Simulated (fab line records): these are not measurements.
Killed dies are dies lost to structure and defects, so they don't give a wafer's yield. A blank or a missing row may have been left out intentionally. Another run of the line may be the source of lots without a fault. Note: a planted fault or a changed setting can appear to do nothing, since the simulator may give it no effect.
Split-lot trial / flow berkeley_cmos170 / route with 331 steps; 5 lots, 23 wafers read

THE SPLIT
At UCB170_SILICIDE_SPUTTER_01 (material Ti, target thk 30 nm, time 25 s), the setting time_s was moved away from the recipe's 25 s on 6 of the 23 wafers read, by -13.2% to +12.6%. All remaining wafers had this setting at the recipe value.

SPLIT TO READING: what lies between them in the file, 1 step
- UCB170_SILICIDE_RS_MEAS_02: measures by four-point-probe

THE READING
SILICIDE_TI_THK, in nm, at UCB170_SILICIDE_THK_MEAS_03 (measures by xrf). On this fab line, fault-free wafers typically give 30.6 nm with a standard deviation of 0.56 nm.

wafer=L074.1; tool, chamber at the split=pvd_sputter-01, -; time_s as run, s=25; against the recipe=recipe; SILICIDE_TI_THK, nm=30.6; against lot-mates on the recipe=-
wafer=L074.2; tool, chamber at the split=pvd_sputter-01, -; time_s as run, s=21.69; against the recipe=-13.2%; SILICIDE_TI_THK, nm=26.3; against lot-mates on the recipe=-4.3
wafer=L074.3; tool, chamber at the split=pvd_sputter-01, -; time_s as run, s=21.69; against the recipe=-13.2%; SILICIDE_TI_THK, nm=27.2; against lot-mates on the recipe=-3.4
wafer=L074.4; tool, chamber at the split=pvd_sputter-01, -; time_s as run, s=25; against the recipe=recipe; SILICIDE_TI_THK, nm=31.1; against lot-mates on the recipe=-
wafer=L074.5; tool, chamber at the split=pvd_sputter-01, -; time_s as run, s=25; against the recipe=recipe; SILICIDE_TI_THK, nm=30.1; against lot-mates on the recipe=-
wafer=L076.2; tool, chamber at the split=pvd_sputter-01, -; time_s as run, s=25; against the recipe=recipe; SILICIDE_TI_THK, nm=30.8; against lot-mates on the recipe=-
wafer=L076.3; tool, chamber at the split=pvd_sputter-01, -; time_s as run, s=25; against the recipe=recipe; SILICIDE_TI_THK, nm=30.1; against lot-mates on the recipe=-
wafer=L076.4; tool, chamber at the split=pvd_sputter-01, -; time_s as run, s=25; against the recipe=recipe; SILICIDE_TI_THK, nm=31.1; against lot-mates on the recipe=-
wafer=L076.5; tool, chamber at the split=pvd_sputter-01, -; time_s as run, s=25; against the recipe=recipe; SILICIDE_TI_THK, nm=30.7; against lot-mates on the recipe=-
wafer=L076.6; tool, chamber at the split=pvd_sputter-01, -; time_s as run, s=25; against the recipe=recipe; SILICIDE_TI_THK, nm=30.8; against lot-mates on the recipe=-
wafer=L077.1; tool, chamber at the split=pvd_sputter-02, -; time_s as run, s=25; against the recipe=recipe; SILICIDE_TI_THK, nm=30.3; against lot-mates on the recipe=-
wafer=L077.2; tool, chamber at the split=pvd_sputter-02, -; time_s as run, s=25; against the recipe=recipe; SILICIDE_TI_THK, nm=30.4; against lot-mates on the recipe=-
wafer=L077.4; tool, chamber at the split=pvd_sputter-02, -; time_s as run, s=23.86; against the recipe=-4.6%; SILICIDE_TI_THK, nm=28.9; against lot-mates on the recipe=-1.9
wafer=L077.5; tool, chamber at the split=pvd_sputter-02, -; time_s as run, s=25; against the recipe=recipe; SILICIDE_TI_THK, nm=31.8; against lot-mates on the recipe=-
wafer=L077.6; tool, chamber at the split=pvd_sputter-02, -; time_s as run, s=23.86; against the recipe=-4.6%; SILICIDE_TI_THK, nm=29.1; against lot-mates on the recipe=-1.7
wafer=L080.1; tool, chamber at the split=pvd_sputter-01, -; time_s as run, s=25; against the recipe=recipe; SILICIDE_TI_THK, nm=30.7; against lot-mates on the recipe=-
wafer=L080.2; tool, chamber at the split=pvd_sputter-01, -; time_s as run, s=25; against the recipe=recipe; SILICIDE_TI_THK, nm=30.4; against lot-mates on the recipe=-
wafer=L080.3; tool, chamber at the split=pvd_sputter-01, -; time_s as run, s=28.16; against the recipe=+12.6%; SILICIDE_TI_THK, nm=34.9; against lot-mates on the recipe=+4.1
wafer=L080.4; tool, chamber at the split=pvd_sputter-01, -; time_s as run, s=25; against the recipe=recipe; SILICIDE_TI_THK, nm=31.3; against lot-mates on the recipe=-
wafer=L080.5; tool, chamber at the split=pvd_sputter-01, -; time_s as run, s=28.16; against the recipe=+12.6%; SILICIDE_TI_THK, nm=34.4; against lot-mates on the recipe=+3.6
wafer=L083.2; tool, chamber at the split=pvd_sputter-01, -; time_s as run, s=25; against the recipe=recipe; SILICIDE_TI_THK, nm=30.7; against lot-mates on the recipe=-
wafer=L083.4; tool, chamber at the split=pvd_sputter-01, -; time_s as run, s=25; against the recipe=recipe; SILICIDE_TI_THK, nm=30.7; against lot-mates on the recipe=-
wafer=L083.5; tool, chamber at the split=pvd_sputter-01, -; time_s as run, s=25; against the recipe=recipe; SILICIDE_TI_THK, nm=30.5; against lot-mates on the recipe=-

THE FIT
A straight line over all 23 wafers: SILICIDE_TI_THK changes by +0.309 nm for each +1% of time_s; r = +0.97; the points scatter about the line by 0.42 nm.
The same after taking each lot's own level away (the mean of its wafers on the recipe; 23 wafers): +0.303 nm for each +1%; r = +0.97; scatter 0.43 nm.
Per that fit: largest time_s move, reading shift of 4 nm.
Measured against the standard deviation above, the lots' own levels, which go from 30.60 to 30.83 nm, span 0.4 times it.
Hence the lot-to-lot level has little effect on the slope; both slopes agree.
Check: with one of the wafers moved furthest among these (-13.2%) left out of the fit, the line predicts -3.94 nm for it against its lot-mates. Against them it came out at -4.3 nm.

FURTHER SPLITS ON THESE WAFERS
Note: prior to the reading, these wafers also went through further splits. Each is held against what the fit with the lots' levels taken away leaves over:
other split on the same wafers=UCB170_NLDD_IMPLANT_09 energy_kev; wafers away from the commonest value=4; r with SILICIDE_TI_THK (lot level and that fit taken away)=+0.01
other split on the same wafers=UCB170_NSD_COAT_01 resist_thk_nm; wafers away from the commonest value=7; r with SILICIDE_TI_THK (lot level and that fit taken away)=-0.19

THE WHOLE CHAIN: every reading that the file lists as answering this split, in the file's order
step=UCB170_SILICIDE_SPUTTER_01; what it does=material Ti, target thk 30 nm, time 25 s; reading=Ti_of_SILICIDE_SPUTTER_01.thk_nm (the simulator's own value, which no gauge read); change (the file's fit)=+0.296 nm for each +1% of the setting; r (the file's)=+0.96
step=UCB170_SILICIDE_RS_MEAS_02; what it does=measures by four-point-probe; reading=SILICIDE_TI_RS; change (the file's fit)=-0.305 for each +1% of the setting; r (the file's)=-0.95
step=UCB170_SILICIDE_THK_MEAS_03; what it does=measures by xrf; reading=SILICIDE_TI_THK; change (the file's fit)=+0.301 for each +1% of the setting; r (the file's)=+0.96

FILE'S OWN FIT
SILICIDE_TI_THK changes by +0.301 nm for each +1% of time_s, r = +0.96.
